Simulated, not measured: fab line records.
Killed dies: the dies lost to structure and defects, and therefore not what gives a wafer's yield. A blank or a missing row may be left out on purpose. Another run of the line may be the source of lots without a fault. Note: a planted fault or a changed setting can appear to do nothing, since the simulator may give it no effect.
What tool caused it? ; flow ritCmos ; 14 lots, 42 wafers sampled, at 4 steps of a route of 202

WHAT THE GAUGES READ, wafer by wafer
RIT_NRETRO_TW_MEAS_10.
lot;measured;on;NRETRO_TW
L319;day 2 10:39;filmMetro-04;1056 1054 1060
L320;day 2 15:53;filmMetro-04;1059 1062 1057
L321;day 2 21:31;filmMetro-03;1053 1049 1052
L326;day 3 21:28;filmMetro-04;873 870 871
L327;day 4 03:25;filmMetro-03;877 877 869
L330;day 4 18:40;filmMetro-02;1085 1079 1079
L331;day 4 23:16;filmMetro-03;1051 1057 1064
L334;day 5 15:32;filmMetro-04;1054 1049 1046
L336;day 6 04:52;filmMetro-04;1061 1060 1056
L337;day 6 06:51;filmMetro-03;1057 1060 1051
L338;day 6 10:08;filmMetro-02;1077 1084 1079
L339;day 6 15:47;filmMetro-02;1086 1079 1081
L340;day 6 20:35;filmMetro-04;1058 1062 1062
L341;day 7 01:01;filmMetro-04;1046 1050 1048

RIT_PLDD_TW_MEAS_10.
lot;measured;on;PLDD_TW
L319;day 3 01:27;filmMetro-03;2359 2340 2338
L320;day 3 06:49;filmMetro-02;2398 2402 2402
L321;day 3 10:27;filmMetro-04;2366 2355 2360
L326;day 4 11:28;filmMetro-02;2402 2414 2389
L327;day 4 22:21;filmMetro-04;2342 2349 2342
L330;day 5 08:26;filmMetro-02;2406 2390 2380
L331;day 5 14:25;filmMetro-04;2361 2352 2352
L334;day 6 04:50;filmMetro-02;2404 2425 2403
L336;day 6 19:17;filmMetro-04;2375 2365 2370
L337;day 6 20:03;filmMetro-04;2360 2371 2373
L338;day 6 23:38;filmMetro-04;2364 2360 2362
L339;day 7 05:01;filmMetro-02;2379 2384 2386
L340;day 7 09:23;filmMetro-03;2353 2358 2360
L341;day 7 14:57;filmMetro-02;2382 2390 2393

WHAT TOOL EACH LOT RAN ON (gives the tool, then ch and the chambers of the sampled wafers, and finally the start)
lot;RIT_PWELL_STRIP_09;RIT_NRETRO_IMPLANT_08
L319;plasmaAsher-03 ch 0,1, day 2 03:29;implanter-01 ch 0, day 2 10:19
L320;plasmaAsher-03 ch 0,1, day 2 08:50;implanter-04 ch 0, day 2 15:34
L321;plasmaAsher-04 ch 0,1, day 2 14:28;implanter-01 ch 0, day 2 21:11
L326;plasmaAsher-03 ch 0,1, day 3 14:25;implanter-01 ch 0, day 3 21:08
L327;plasmaAsher-03 ch 0,1, day 3 20:09;implanter-01 ch 0, day 4 03:05
L330;plasmaAsher-04 ch 0,1, day 4 11:29;implanter-03 ch 0, day 4 18:20
L331;plasmaAsher-03 ch 0,1, day 4 16:08;implanter-03 ch 0, day 4 22:59
L334;plasmaAsher-03 ch 0,1, day 5 08:22;implanter-04 ch 0, day 5 15:13
L336;plasmaAsher-03 ch 0,1, day 5 21:41;implanter-03 ch 0, day 6 04:34
L337;plasmaAsher-04 ch 0,1, day 5 23:40;implanter-03 ch 0, day 6 06:32
L338;plasmaAsher-04 ch 0,1, day 6 02:59;implanter-04 ch 0, day 6 09:52
L339;plasmaAsher-03 ch 0,1, day 6 08:37;implanter-01 ch 0, day 6 15:28
L340;plasmaAsher-04 ch 0,1, day 6 12:33;implanter-01 ch 0, day 6 20:16
L341;plasmaAsher-04 ch 0,1, day 6 17:29;implanter-03 ch 0, day 7 00:41
- RIT_PWELL_STRIP_09: strips in O2, time 180 s.
- RIT_NRETRO_IMPLANT_08

WHAT THE TOOLS THEMSELVES READ (means of the sampled wafers that have a number; where no wafer has one, the mark that the record gives instead)
RIT_PWELL_STRIP_09.
lot;tool;drypumpMotorCurrentA (A);rfReflPowerW (W)
L319;plasmaAsher-03;6.0;6.2
L320;plasmaAsher-03;5.9;7.1
L321;plasmaAsher-04;5.8;6.3
L326;plasmaAsher-03;6.0;6.6
L327;plasmaAsher-03;5.9;6.9
L330;plasmaAsher-04;5.4;7.4
L331;plasmaAsher-03;6.0;6.3
L334;plasmaAsher-03;6.0;6.2
L336;plasmaAsher-03;6.0;6.4
L337;plasmaAsher-04;5.4;7.3
L338;plasmaAsher-04;5.9;6.4
L339;plasmaAsher-03;6.0;6.3
L340;plasmaAsher-04;5.4;7.3
L341;plasmaAsher-04;5.9;6.4

RIT_NRETRO_IMPLANT_08.
lot;tool;beamOnS (s);doseIonsCm2;faradayCurrentUA
L319;implanter-01;9.93;1.000e+13;32.0
L320;implanter-04;10.07;1.000e+13;31.5
L321;implanter-01;9.85;9.991e+12;32.2
L326;implanter-01;10.00;5.480e+12;17.5
L327;implanter-01;9.92;5.489e+12;17.5
L330;implanter-03;10.04;9.989e+12;31.6
L331;implanter-03;10.21;9.993e+12;31.2
L334;implanter-04;9.82;9.989e+12;32.3
L336;implanter-03;9.99;1.000e+13;31.7
L337;implanter-03;10.08;9.998e+12;31.4
L338;implanter-04;9.85;1.000e+13;32.1
L339;implanter-01;10.13;1.001e+13;31.4
L340;implanter-01;10.11;9.995e+12;31.3
L341;implanter-03;10.15;1.001e+13;31.3

THE ANSWER, worked out from the rows above alone
Rule: usual is defined by the lots themselves. The widest of any qualifying gaps counts: lots, ordered by their means at a reading, are off when they make up no more than a third of the lots, leave a main group of 4 or more, and stand apart from it by 3 or more times the standard deviation of that group's means. If all means in a main group match to the digits the tables above print for the reading, that group is not used. Also off: a lot with no number at a reading for which 4 or more lots have one. The other lots that the step has rows for count as sound. First the gauges in route order, then the tools' own readings, where a lot's mean is used as printed above. The first step at which some lot is off is used, and at that step the reading that is off furthest; a lot without a number counts as furthest.
Off: at RIT_NRETRO_TW_MEAS_10 (NRETRO_TW), L326, L327. Main group: mean 1062, sd 12.
A tool fits if, at a process step before that reading, it ran every lot that is off, and no sound lot after the first of them. Not tried: the gauges at RIT_NRETRO_TW_MEAS_10; whatever is off there is also off at RIT_NRETRO_IMPLANT_08, on other tools, and gauge error can't account for it. None of those tried fits.

WHAT THE SIMULATOR HAD PUT IN
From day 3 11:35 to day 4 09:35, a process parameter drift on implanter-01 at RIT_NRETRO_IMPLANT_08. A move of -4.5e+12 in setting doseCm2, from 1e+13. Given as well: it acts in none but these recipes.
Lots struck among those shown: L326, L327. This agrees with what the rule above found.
